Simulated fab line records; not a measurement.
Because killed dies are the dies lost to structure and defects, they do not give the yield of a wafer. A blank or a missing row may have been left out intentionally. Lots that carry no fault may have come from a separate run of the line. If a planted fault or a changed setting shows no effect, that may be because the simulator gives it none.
fab line records | flow ritCmos
record: lots: 5 wafers: 15 lastDay: 5
route steps=202 shown PRETRO@72 GATE@75 FOX2@80 REOX@98 NLDD@103 SDANNEAL@155 M1@202
lots with no fault: from the same line, run without faults
startH: start of the lot's first displayed wafer, in hours after the record's first day | waitH: hours from the lot's prior step to this one | " the same as in the row above | L1.1+2: a row that stands for several wafers | - no value present, or no start provided | * or withheld: withheld | < > ~ a bound
route shown NAME@n: names a module that has steps shown in the file, with the first one's number in the route | usual: mean/standard deviation of fault-free wafers | same: alike in all rows | chamber/n: place in a boat | sites: readings site by site | _std_site: the values' standard deviation | _edge_site: inner sites' mean taken away from outer sites' mean | radiusMm: how far each site lies from the wafer's centre | mask NAME#n: copy n | behind: tool/chamber where the wafer was last shaped | hold: what put the lot on hold/how long, in hours/how the hold closed | device: which transistor (n, p or np) failed to switch | end of line: at the end of the route, the tests of the same wafers | a step without rows: its recipe alone | killed: at the first sort, the dies lost to defects and structure; wafer yield is something else | map: the dies of a wafer, with x for killed, . for not killed, _ for no die there
set.NAME: the run value of the setting; set.NAME@STEP: its run value at that earlier step | model.NAME: the simulator's own value behind a step, which no gauge read
certain route steps with their lots: each step a table, each wafer a row
services: the hour from which a tool's chamber was out of use, counted from the record's first day as startH (under 0 if before that day), plus the number of hours and why
== steps ==
step: RIT_PRETRO_IMPLANT_08
recipe: species: B energyKev: 45 doseCm2: 1.177e+13 tiltDeg: 7
step: RIT_PRETRO_STRIP_09
recipe: chemistry: O2 timeS: 180 resist: NOVOLAK platenTempC: withheld powerW: 500 pressureMtorr: 4000 o2FlowSccm: 4000
usual: drypumpMotorCurrentA: 5.6/0.49
columns lot.wafer tool chamber startH waitH drypumpMotorCurrentA rfHoursCounterH
L854.2 plasmaAsher-03 1 37.19 0.1 6.1 41
L854.3 " 1 " " 6.0 -
L854.5 " 0 " " 5.2 -
L855.2 plasmaAsher-01 0 42.11 0.1 5.6 42
L855.3 " 0 " " 5.6 -
L855.5 " 1 " " 5.7 -
L864.1 plasmaAsher-02 1 86.39 0.1 4.9 37
L864.2 " 0 " " 6.3 37
L864.3 " 1 " " 4.9 -
L865.1 plasmaAsher-02 0 90.81 0.1 6.3 38
L865.3 " 0 " " 6.3 -
L865.6 " 1 " " 4.8 -
L866.1 plasmaAsher-02 0 96.85 0.1 6.3 39
L866.2 " 1 " " 4.8 39
L866.3 " 0 " " 6.3 -
step: RIT_PRETRO_TW_MEAS_10
usual: PRETRO_TW: 470.8/2.7
columns lot.wafer tool chamber startH waitH PRETRO_TW
L854.2 filmMetro-02 - 37.37 0.1 471.4
L854.3 " - " " 472.2
L854.5 " - " " 471.5
L855.2 filmMetro-01 - 42.29 0.1 469.7
L855.3 " - " " 472.2
L855.5 " - " " 471.9
L864.1 filmMetro-01 - 86.56 0.1 470.7
L864.2 " - " " 469.4
L864.3 " - " " 469.1
L865.1 filmMetro-01 - 90.99 0.1 468.1
L865.3 " - " " 469.9
L865.6 " - " " 469.2
L866.1 filmMetro-01 - 97.02 0.1 468.1
L866.2 " - " " 470.8
L866.3 " - " " 468.5
step: RIT_GATE_WET_ETCH_00
recipe: chemistry: BOE target: SiO2 targetDepthNm: 56 timeS: 60 dry: n2Spin dilution: 10:1 tempC: 21.5
step: RIT_GATE_CLEAN_01
recipe: chemistry: SC1 mix: 3:3:50 timeS: 600 tempC: 75
step: RIT_GATE_CLEAN_02
recipe: chemistry: dHF dilution: 50:1 timeS: 30
step: RIT_GATE_CLEAN_03
recipe: chemistry: SC2 mix: 3:3:50 timeS: 600 tempC: 75 dry: n2Spin
step: RIT_GATE_CLEAN_04
recipe: chemistry: dHF dilution: 50:1 timeS: 60 dry: n2Spin
step: RIT_FOX2_THK_MEAS_91
recipe: reads: SiO2_of_FOX2_OXIDATION_00
usual: FIELD_OXIDE_LEFT_2_THK: 258/6.5
columns lot.wafer tool chamber startH waitH FIELD_OXIDE_LEFT_2_THK[nm]
L854.2 filmMetro-01 - 37.85 0.0 257
L854.3 " - " " 254
L854.5 " - " " 261
L855.2 filmMetro-02 - 42.77 0.0 267
L855.3 " - " " 266
L855.5 " - " " 267
L864.1 filmMetro-01 - 87.06 0.0 265
L864.2 " - " " 266
L864.3 " - " " 264
L865.1 filmMetro-02 - 91.56 0.0 254
L865.3 " - " " 256
L865.6 " - " " 253
L866.1 filmMetro-04 - 97.53 0.0 263
L866.2 " - " " 258
L866.3 " - " " 267
step: RIT_GATE_OXIDATION_05
recipe: tempC: 900 ambient: O2 targetThkA: 30 oxTimeS: 270
step: RIT_GATE_ANNEAL_06
recipe: tempC: 900 timeS: 600 ambient: N2O
step: RIT_GATE_THK_MEAS_07
recipe: reads: SiO2_of_GATE_OXIDATION_05
usual: GATE_OXIDE_THK: 3.03/0.07
columns lot.wafer tool chamber startH waitH GATE_OXIDE_THK[nm]
L854.2 filmMetro-01 - 41.20 0.0 3.17
L854.3 " - " " 3.21
L854.5 " - " " 3.16
L855.2 filmMetro-02 - 44.15 0.0 3.13
L855.3 " - " " 3.05
L855.5 " - " " 3.07
L864.1 filmMetro-01 - 88.89 0.0 2.92
L864.2 " - " " 3.04
L864.3 " - " " 2.97
L865.1 filmMetro-01 - 93.14 0.0 3.05
L865.3 " - " " 3.06
L865.6 " - " " 3.10
L866.1 filmMetro-02 - 99.89 0.0 3.01
L866.2 " - " " 2.99
L866.3 " - " " 3.02
step: RIT_GATE_CVD_08
recipe: material: poly-Si targetThkNm: 250 tempC: 610 precursor: SiH4 timeS: 2220 pressureMtorr: 300 sih4FlowSccm: 100
usual: spikeTcSourceC: 629/3.5
columns lot.wafer tool chamber startH waitH spikeTcSourceC model.poly-Si_of_GATE_CVD_08.thkNm
L854.2 lpcvd-02 1 41.25 0.0 626 251
L854.3 " 1 " " 625 251.2
L854.5 " 1 " " 625 251.6
L855.2 lpcvd-01 0 44.20 0.0 634 251.6
L855.3 " 0 " " 633 253.7
L855.5 " 0 " " 633 250.6
L864.1 lpcvd-01 1 88.95 0.1 630 92.48
L864.2 " 1 " " 631 92.01
L864.3 " 1 " " 631 92.08
L865.1 lpcvd-02 1 93.20 0.1 624 248.8
L865.3 " 1 " " 625 248.6
L865.6 " 1 " " 627 250.2
L866.1 lpcvd-02 1 99.95 0.1 627 252.7
L866.2 " 1 " " 627 254.3
L866.3 " 1 " " 627 254.5
step: RIT_GATE_THK_MEAS_09
recipe: reads: poly-Si_of_GATE_CVD_08
usual: GATE_POLY_THK: 251.2/2.1
columns lot.wafer tool chamber startH waitH GATE_POLY_THK[nm]
L854.2 filmMetro-01 - 42.88 0.0 251.1
L854.3 " - " " 251.2
L854.5 " - " " 251.7
L855.2 filmMetro-01 - 45.83 0.0 251.8
L855.3 " - " " 253.8
L855.5 " - " " 250.5
L864.1 filmMetro-01 - 90.57 0.0 92.4
L864.2 " - " " 92.1
L864.3 " - " " 92.2
L865.1 filmMetro-02 - 94.82 0.0 248.8
L865.3 " - " " 248.7
L865.6 " - " " 250.3
L866.1 filmMetro-02 - 101.57 0.0 252.5
L866.2 " - " " 254.5
L866.3 " - " " 254.5
step: RIT_GATE_HMDS_10
recipe: primeTimeS: 60 primeTempC: 140
step: RIT_GATE_COAT_11
recipe: resist: NOVOLAK spinRpm: 4250 resistThkNm: 850
step: RIT_GATE_SOFTBAKE_12
recipe: resist: NOVOLAK tempC: 90 timeS: 61.23
usual: plateSensorTCentreC: 90.969/0.012 plateSensorTEdgeC: 91.021/0.0093
columns lot.wafer tool chamber startH waitH plateSensorTCentreC plateSensorTEdgeC
L854.2 lithoTrack-04 0 43.25 0.1 90.958 91.026
L854.3 " 0 " " 90.975 91.024
L854.5 " 0 " " 90.963 91.020
L855.2 lithoTrack-03 0 46.20 0.1 90.985 91.019
L855.3 " 0 " " 90.972 91.012
L855.5 " 0 " " 90.957 91.019
L864.1 lithoTrack-04 0 90.93 0.1 90.944 91.002
L864.2 " 0 " " 90.954 91.038
L864.3 " 0 " " 90.975 91.021
L865.1 lithoTrack-03 0 95.18 0.1 90.978 91.016
L865.3 " 0 " " 90.970 91.023
L865.6 " 0 " " 90.974 91.018
L866.1 lithoTrack-01 0 102.06 0.1 90.973 91.037
L866.2 " 0 " " 90.956 91.030
L866.3 " 0 " " 90.978 91.021
step: RIT_GATE_EXPOSE_13
recipe: maskId: M6 na: 0.6 sourceShape: conventional sigmaOuter: 0.6 targetCdNm: 150 doseMj: 380
step: RIT_GATE_PEB_14
recipe: resist: NOVOLAK tempC: withheld timeS: withheld
step: RIT_GATE_DEVELOP_15
recipe: resist: NOVOLAK developTimeS: 50 devTempC: 23
step: RIT_GATE_CD_MEAS_16
recipe: targetCdNm: 150
usual: cdNm: 149.6/2.4
columns lot.wafer tool chamber startH waitH cdNm
L854.2 cdSem-01 - 43.92 - 148.1
L854.3 " - " " 148.0
L854.5 " - " " 148.0
L855.2 cdSem-01 - 46.75 - 149.0
L855.3 " - " " 149.8
L855.5 " - " " 147.2
L864.1 cdSem-01 - 91.60 - 153.0
L864.2 " - " " 150.6
L864.3 " - " " 151.2
L865.1 cdSem-01 - 95.73 - 152.2
L865.3 " - " " 148.0
L865.6 " - " " 151.5
L866.1 cdSem-02 - 102.73 - 144.4
L866.2 " - " " 148.3
L866.3 " - " " 148.4
step: RIT_GATE_OVL_MEAS_17
usual: GATE_OVL: -1.4/1.2
columns lot.wafer tool chamber startH waitH GATE_OVL[nm]
L854.2 overlay-01 - 44.03 0.1 -0.6
L854.3 " - " " 1.0
L854.5 " - " " 0.0
L855.2 overlay-02 - 46.86 0.1 -2.8
L855.3 " - " " -2.6
L855.5 " - " " -2.4
L864.1 overlay-01 - 91.72 0.1 -0.9
L864.2 " - " " 0.3
L864.3 " - " " -1.1
L865.1 overlay-01 - 95.85 0.1 -1.1
L865.3 " - " " -1.7
L865.6 " - " " -0.2
L866.1 overlay-02 - 102.85 0.1 -2.9
L866.2 " - " " -1.6
L866.3 " - " " -2.0
step: RIT_GATE_HARDBAKE_18
recipe: resist: NOVOLAK tempC: 140 timeS: 60
step: RIT_GATE_ETCH_19
recipe: chemistry: SF6/CHF3/O2 timeS: 165 SF6_flow_sccm: 30 CHF3_flow_sccm: 30 O2_flow_sccm: 5 target: poly-Si pressureMtorr: 40 rfW: 160 targetDepthA: 3125 overEtchFrac: 0.25 stopOn: SiO2
usual: drypumpMotorCurrentA: 5.7/0.42 oesProductAu: 0.850/0.013 throttleValvePct: 10.26/0.16
same: overEtchFrac: 0.25
columns lot.wafer tool chamber startH waitH drypumpMotorCurrentA oesProductAu rfHoursCounterH throttleValvePct model.etch.depthNm model.GATE.featureDepthNm
L854.2 rieSi-02 3 44.21 0.1 5.1 0.850 38 10.48 251 251
L854.3 " 1 " " 5.8 0.839 147 10.43 251.2 251.2
L854.5 " 1 " " 5.8 0.838 - 10.43 251.6 251.6
L855.2 rieSi-01 3 47.04 0.1 5.8 0.845 62 10.26 251.6 251.6
L855.3 " 2 " " 5.7 0.879 107 10.42 253.7 253.7
L855.5 " 3 " " 5.8 0.842 - 10.25 250.6 250.6
L864.1 rieSi-02 2 91.91 0.1 5.4 0.477 109 10.19 92.48 92.48
L864.2 " 0 " " 5.0 0.468 3 10.10 92.01 92.01
L864.3 " 3 " " 5.1 0.470 38 10.47 92.08 92.08
L865.1 rieSi-01 3 96.04 0.1 5.8 0.839 62 10.28 248.8 248.8
L865.3 " 2 " " 5.7 0.864 108 10.42 248.6 248.6
L865.6 " 2 " " 5.7 0.865 - 10.42 250.2 250.2
L866.1 rieSi-02 3 103.22 0.1 5.1 0.855 38 10.48 252.7 252.7
L866.2 " 0 " " 5.0 0.849 3 10.10 254.3 254.3
L866.3 " 2 " " 5.4 0.854 109 10.19 254.5 254.5
step: RIT_GATE_STRIP_20
recipe: chemistry: O2 timeS: 180 resist: NOVOLAK platenTempC: withheld powerW: 500 pressureMtorr: 4000 o2FlowSccm: 4000
usual: drypumpMotorCurrentA: 5.5/0.37
columns lot.wafer tool chamber startH waitH drypumpMotorCurrentA rfHoursCounterH
L854.2 plasmaAsher-02 1 44.32 0.1 4.9 33
L854.3 " 0 " " 6.3 -
L854.5 " 1 " " 4.9 -
L855.2 plasmaAsher-04 1 47.14 0.1 5.6 29
L855.3 " 1 " " 5.6 -
L855.5 " 1 " " 5.6 -
L864.1 plasmaAsher-02 1 92.02 0.1 4.8 38
L864.2 " 0 " " 6.3 38
L864.3 " 0 " " 6.3 -
L865.1 plasmaAsher-04 0 96.14 0.1 5.2 34
L865.3 " 0 " " 5.2 -
L865.6 " 0 " " 5.2 -
L866.1 plasmaAsher-04 0 103.33 0.1 5.2 35
L866.2 " 1 " " 5.6 35
L866.3 " 1 " " 5.6 -
step: RIT_GATE_CD_MEAS_90
recipe: targetCdNm: 150
usual: cdNm: 149.5/2.4
columns lot.wafer tool chamber startH waitH cdNm
L854.2 cdSem-02 - 44.51 0.1 148.1
L854.3 " - " " 147.7
L854.5 " - " " 148.2
L855.2 cdSem-01 - 47.34 0.1 148.9
L855.3 " - " " 150.2
L855.5 " - " " 147.1
L864.1 cdSem-02 - 92.19 0.1 153.1
L864.2 " - " " 150.7
L864.3 " - " " 150.6
L865.1 cdSem-02 - 96.32 0.1 152.1
L865.3 " - " " 148.1
L865.6 " - " " 151.5
L866.1 cdSem-02 - 103.50 0.1 144.1
L866.2 " - " " 147.9
L866.3 " - " " 148.5
step: RIT_REOX_CLEAN_00
recipe: chemistry: SC1 mix: 3:3:50 timeS: 600 tempC: 75
step: RIT_REOX_CLEAN_01
recipe: chemistry: dHF dilution: 50:1 timeS: 30
step: RIT_REOX_CLEAN_02
recipe: chemistry: SC2 mix: 3:3:50 timeS: 600 tempC: 75 dry: n2Spin
step: RIT_REOX_OXIDATION_03
recipe: tempC: 900 ambient: O2 targetThkA: 252 oxTimeS: 5580
step: RIT_REOX_THK_MEAS_04
recipe: reads: SiO2_of_REOX_OXIDATION_03
usual: REOX_OXIDE_THK: 25.3/0.52
columns lot.wafer tool chamber startH waitH REOX_OXIDE_THK[nm]
L854.2 filmMetro-04 - 47.54 0.0 24.9
L854.3 " - " " 25.3
L854.5 " - " " 25.2
L855.2 filmMetro-04 - 51.73 0.0 25.9
L855.3 " - " " 25.9
L855.5 " - " " 25.7
L864.1 filmMetro-01 - 95.26 0.0 26.0
L864.2 " - " " 25.6
L864.3 " - " " 26.1
L865.1 filmMetro-03 - 99.37 0.0 25.6
L865.3 " - " " 25.4
L865.6 " - " " 25.8
L866.1 filmMetro-04 - 106.54 0.0 24.6
L866.2 " - " " 24.8
L866.3 " - " " 24.9
step: RIT_NLDD_HMDS_00
recipe: primeTimeS: 60 primeTempC: 140
step: RIT_NLDD_COAT_01
recipe: resist: NOVOLAK spinRpm: 3250 resistThkNm: 1000
step: RIT_NLDD_SOFTBAKE_02
recipe: resist: NOVOLAK tempC: 90.54 timeS: 60
step: RIT_NLDD_EXPOSE_03
recipe: maskId: M7 na: 0.57 targetCdNm: 40700 doseMj: 250
step: RIT_NLDD_PEB_04
recipe: resist: NOVOLAK tempC: withheld timeS: withheld
step: RIT_NLDD_DEVELOP_05
recipe: resist: NOVOLAK developTimeS: 50 devTempC: 23
step: RIT_NLDD_OVL_MEAS_06
usual: NLDD_OVL: -0.3/1.6
columns lot.wafer tool chamber startH waitH NLDD_OVL[nm]
L854.2 overlay-02 - 48.45 - -2.4
L854.3 " - " " -0.4
L854.5 " - " " -1.5
L855.2 overlay-01 - 52.79 - -0.4
L855.3 " - " " -1.6
L855.5 " - " " -2.1
L864.1 overlay-01 - 96.35 - -1.5
L864.2 " - " " -0.1
L864.3 " - " " -1.9
L865.1 overlay-01 - 100.28 - -1.6
L865.3 " - " " -0.7
L865.6 " - " " 0.5
L866.1 overlay-01 - 107.45 - -2.1
L866.2 " - " " -0.7
L866.3 " - " " -1.8
step: RIT_NLDD_HARDBAKE_07
recipe: resist: NOVOLAK tempC: 140 timeS: 60
step: RIT_NLDD_IMPLANT_08
recipe: species: P energyKev: 20 doseCm2: 4.95e+14 tiltDeg: 7
step: RIT_NLDD_STRIP_09
recipe: chemistry: O2 timeS: 180 resist: NOVOLAK platenTempC: withheld powerW: 500 pressureMtorr: 4000 o2FlowSccm: 4000
usual: drypumpMotorCurrentA: 5.5/0.49
columns lot.wafer tool chamber startH waitH drypumpMotorCurrentA rfHoursCounterH
L854.2 plasmaAsher-02 1 48.78 0.1 4.9 33
L854.3 " 1 " " 4.8 -
L854.5 " 1 " " 4.8 -
L855.2 plasmaAsher-03 0 53.12 0.1 5.2 43
L855.3 " 0 " " 5.1 -
L855.5 " 0 " " 5.2 -
L864.1 plasmaAsher-03 1 96.69 0.1 6.0 48
L864.2 " 0 " " 5.1 48
L864.3 " 1 " " 6.0 -
L865.1 plasmaAsher-04 1 100.62 0.1 5.6 35
L865.3 " 0 " " 5.2 -
L865.6 " 0 " " 5.2 -
L866.1 plasmaAsher-02 0 107.78 0.1 6.3 40
L866.2 " 1 " " 4.9 40
L866.3 " 1 " " 4.9 -
step: RIT_NLDD_TW_MEAS_10
usual: NLDD_TW: 2484/12
columns lot.wafer tool chamber startH waitH NLDD_TW
L854.2 filmMetro-03 - 48.96 0.1 2475
L854.3 " - " " 2461
L854.5 " - " " 2466
L855.2 filmMetro-02 - 53.30 0.1 2478
L855.3 " - " " 2487
L855.5 " - " " 2483
L864.1 filmMetro-02 - 96.86 0.1 2486
L864.2 " - " " 2478
L864.3 " - " " 2487
L865.1 filmMetro-04 - 100.79 0.1 2507
L865.3 " - " " 2493
L865.6 " - " " 2507
L866.1 filmMetro-02 - 107.96 0.1 2483
L866.2 " - " " 2478
L866.3 " - " " 2481
step: RIT_SDANNEAL_CLEAN_02
recipe: chemistry: SC2 mix: 3:3:50 timeS: 600 tempC: 75 dry: n2Spin
columns lot.wafer tool chamber startH waitH model.poly-Si_of_GATE_CVD_08.thkNm
L854.2 wetBench-01 1 56.23 0.0 163.2
L854.3+5 " 1 " " 164.1
L855.2 wetBench-01 3 60.75 0.0 164.7
L855.3 " 3 " " 166.9
L855.5 " 3 " " 164.1
L864.1 wetBench-03 2 104.29 0.0 25.45
L864.2 " 2 " " 25.3
L864.3 " 2 " " 25.34
L865.1+3 wetBench-03 3 108.48 0.0 162.6
L865.6 " 3 " " 164.1
L866.1 wetBench-03 0 115.31 0.0 163.1
L866.2 " 0 " " 168
L866.3 " 0 " " 167.8
step: RIT_M1_PROBE_99
usual: killedAtFrontEnd: 7.2/2.9 killedDies: 7.3/2.9 killedOpen: 3.6/1.9 killedShort: 3.8/1.9
same: grossDies: 264 killed_at_M0_to_M3: 0 killed_at_M4_up: 0 killedAtBackSide: 0 killedAtContacts: 0 killedAtOther: 0
columns lot.wafer tool chamber startH waitH killedAtFrontEnd killedDies killedOpen killedShort
L854.2 prober-01 - 66.04 0.1 6 6 4 2
L854.3 prober-01 - 66.09 0.2 6 6 4 2
L854.5 prober-01 - 66.19 0.2 11 11 7 4
L855.2 prober-01 - 68.81 0.1 6 6 2 4
L855.3 prober-01 - 68.86 0.2 3 3 1 2
L855.5 prober-01 - 68.96 0.2 8 8 3 5
L864.1 prober-02 - 111.91 0.1 7 7 4 3
L864.2 prober-02 - 111.96 0.1 7 7 3 4
L864.3 prober-02 - 112.01 0.2 5 5 3 2
L865.1 prober-01 - 116.04 0.1 5 5 2 3
L865.3 prober-01 - 116.14 0.2 5 5 3 2
L865.6 prober-01 - 116.29 0.2 13 13 9 4
killed by level:class
L854.2 GATE:geometricParticle:open=2 FOX1:geometricParticle:short=1 FOX2:geometricParticle:open=1 GATE:geometricParticle:short=1 SPACER:geometricParticle:open=1
L854.3 FOX1:geometricParticle:open=2 FOX2:geometricParticle:short=1 GATE:geometricParticle:short=1 GATE:geometricParticle:open=1 SILICIDE:geometricParticle:open=1
L854.5 GATE:geometricParticle:short=3 GATE:geometricParticle:open=3 SILICIDE:geometricParticle:open=2 FOX1:geometricParticle:open=1 SPACER:geometricParticle:open=1 SPACER:geometricParticle:short=1
L855.2 FOX2:geometricParticle:short=2 FOX2:geometricParticle:open=2 GATE:geometricParticle:short=1 REOX:geometricParticle:short=1
L855.3 FOX2:geometricParticle:short=1 SPACER:geometricParticle:short=1 SPACER:geometricParticle:open=1
L855.5 GATE:geometricParticle:short=3 REOX:geometricParticle:open=3 REOX:geometricParticle:short=1 SPACER:geometricParticle:short=1
L864.1 SPACER:geometricParticle:short=2 SPACER:geometricParticle:open=2 GATE:geometricParticle:open=1 SILICIDE:geometricParticle:open=1 SILICIDE:geometricParticle:short=1
L864.2 FOX1:geometricParticle:short=2 SPACER:geometricParticle:open=2 SPACER:geometricParticle:short=2 REOX:geometricParticle:open=1
L864.3 GATE:geometricParticle:open=1 REOX:geometricParticle:open=1 SPACER:geometricParticle:short=1 SILICIDE:geometricParticle:open=1 SILICIDE:geometricParticle:short=1
L865.1 GATE:geometricParticle:short=2 FOX1:geometricParticle:short=1 REOX:geometricParticle:open=1 SILICIDE:geometricParticle:open=1
L865.3 GATE:geometricParticle:open=2 GATE:geometricParticle:short=2 REOX:geometricParticle:open=1
L865.6 REOX:geometricParticle:open=4 GATE:geometricParticle:open=3 SPACER:geometricParticle:short=2 FOX1:geometricParticle:short=1 FOX2:geometricParticle:open=1 SPACER:geometricParticle:open=1 SILICIDE:geometricParticle:short=1
== services ==
columns tool chamber startH hours kind
plasmaAsher-01 - 27.66 2.8 pm
plasmaAsher-01 - 31.34 1.6 repair
rieSi-02 3 54.97 1.6 repair
plasmaAsher-01 - 83.32 14.6 pm
lpcvd-02 - 101.81 0.9 repair
plasmaAsher-02 - 108.75 9.0 pm
plasmaAsher-02 0 108.75 9.0 ventCycle
plasmaAsher-02 1 108.75 9.0 ventCycle
== key ==
firstSign: step: RIT_GATE_THK_MEAS_09 reading: GATE_POLY_THK direction: down sigmas: 75 usual: 251.2 struck: 92.2
effect: step: RIT_GATE_ETCH_19 reading: oesProductAu direction: down sigmas: 28 usual: 0.850 struck: 0.472
modelEffect: step: RIT_GATE_CVD_08 value: poly-Si_of_GATE_CVD_08.thkNm without: 251.3 struck: 92.19
modelEffect: step: RIT_GATE_ETCH_19 value: etch.depthNm without: 251.3 struck: 92.19
modelEffect: step: RIT_SDANNEAL_CLEAN_02 value: poly-Si_of_GATE_CVD_08.thkNm without: 164.3 struck: 25.37
metAt RIT_GATE_CVD_08
struckWafers L864.1,L864.2,L864.3
testerLeftOut L864
fault: kind: processParameterDrift tool: lpcvd-01 chamber: 1 onsetH: 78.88 steps: RIT_GATE_CVD_08 channel: targetThkNm offset: -159.13 shape: step endH: 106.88 actsIn: theseRecipesOnly stated: 250
testerLeftOut: of these lots the tester's yield and bins aren't shown, on N5 and GAA mostly nor the transistor test; their killed dies are dies lost to structure and defects alone, not to doping, threshold or leakage, so they don't give the yield
